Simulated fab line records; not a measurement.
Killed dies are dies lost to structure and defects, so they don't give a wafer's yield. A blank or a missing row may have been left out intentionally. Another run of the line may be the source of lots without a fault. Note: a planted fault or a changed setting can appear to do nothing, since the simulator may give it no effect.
Split-lot study -- flow rit-cmos -- on a route of 202 steps: 5 lots, 23 wafers read

THE SPLIT ITSELF
At RIT_FOX2_OXIDATION_00 (target thk 350.7 nm, ox time 1130 s), the setting ox-time-s was moved away from the recipe's 1130 s on 15 of the 23 wafers read, by -13.3% to -8.6%. For the rest of the wafers, this setting stayed at what the recipe calls for.

The reading is taken at the split's own step.

THE READING
SiO2_of_FOX2_OXIDATION_00.thk-nm (the simulator's own value, which no gauge read), in nm, at RIT_FOX2_OXIDATION_00 (target thk 350.7 nm, ox time 1130 s). The file gives no usual value for it. Average 349.1 nm, standard deviation 1.4 nm, over the 8 wafers here run with the recipe.

wafer,"tool, chamber at the split","ox-time-s as run, s",against the recipe,"SiO2_of_FOX2_OXIDATION_00.thk-nm, nm",against lot-mates on the recipe
L076.1,"-, -",1033,-8.6%,328.8,no lot-mate on the recipe
L076.3,"-, -",1033,-8.6%,331.4,no lot-mate on the recipe
L076.4,"-, -",1033,-8.6%,323.2,no lot-mate on the recipe
L076.5,"-, -",1033,-8.6%,328.2,no lot-mate on the recipe
L076.6,"-, -",1033,-8.6%,327.4,no lot-mate on the recipe
L077.1,"-, -",1032,-8.7%,339.2,no lot-mate on the recipe
L077.2,"-, -",1032,-8.7%,331.9,no lot-mate on the recipe
L077.4,"-, -",1032,-8.7%,331.6,no lot-mate on the recipe
L077.5,"-, -",1032,-8.7%,333.7,no lot-mate on the recipe
L077.6,"-, -",1032,-8.7%,340,no lot-mate on the recipe
L078.1,"-, -",980.2,-13.3%,326.3,no lot-mate on the recipe
L078.2,"-, -",980.2,-13.3%,318.7,no lot-mate on the recipe
L078.3,"-, -",980.2,-13.3%,324.3,no lot-mate on the recipe
L078.4,"-, -",980.2,-13.3%,323.3,no lot-mate on the recipe
L078.5,"-, -",980.2,-13.3%,326.4,no lot-mate on the recipe
L081.1,"-, -",1130,recipe,349.2,-
L081.2,"-, -",1130,recipe,351.6,-
L081.4,"-, -",1130,recipe,347.3,-
L081.5,"-, -",1130,recipe,349.3,-
L081.6,"-, -",1130,recipe,347,-
L083.1,"furnace-02, 0",1130,recipe,348.5,-
L083.4,"furnace-02, 0",1130,recipe,350.1,-
L083.6,"furnace-02, 0",1130,recipe,349.9,-

THE FIT
A straight line over all 23 wafers: SiO2_of_FOX2_OXIDATION_00.thk-nm changes by +1.94 nm for each +1% of ox-time-s; r = +0.94; the points scatter about the line by 3.8 nm.
Too few moved wafers with a lot-mate on the recipe to fit a line net of each lot's own level.

FILE'S OWN FIT
SiO2_of_FOX2_OXIDATION_00.thk-nm changes by +1.94 nm for each +1% of ox-time-s, r = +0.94.
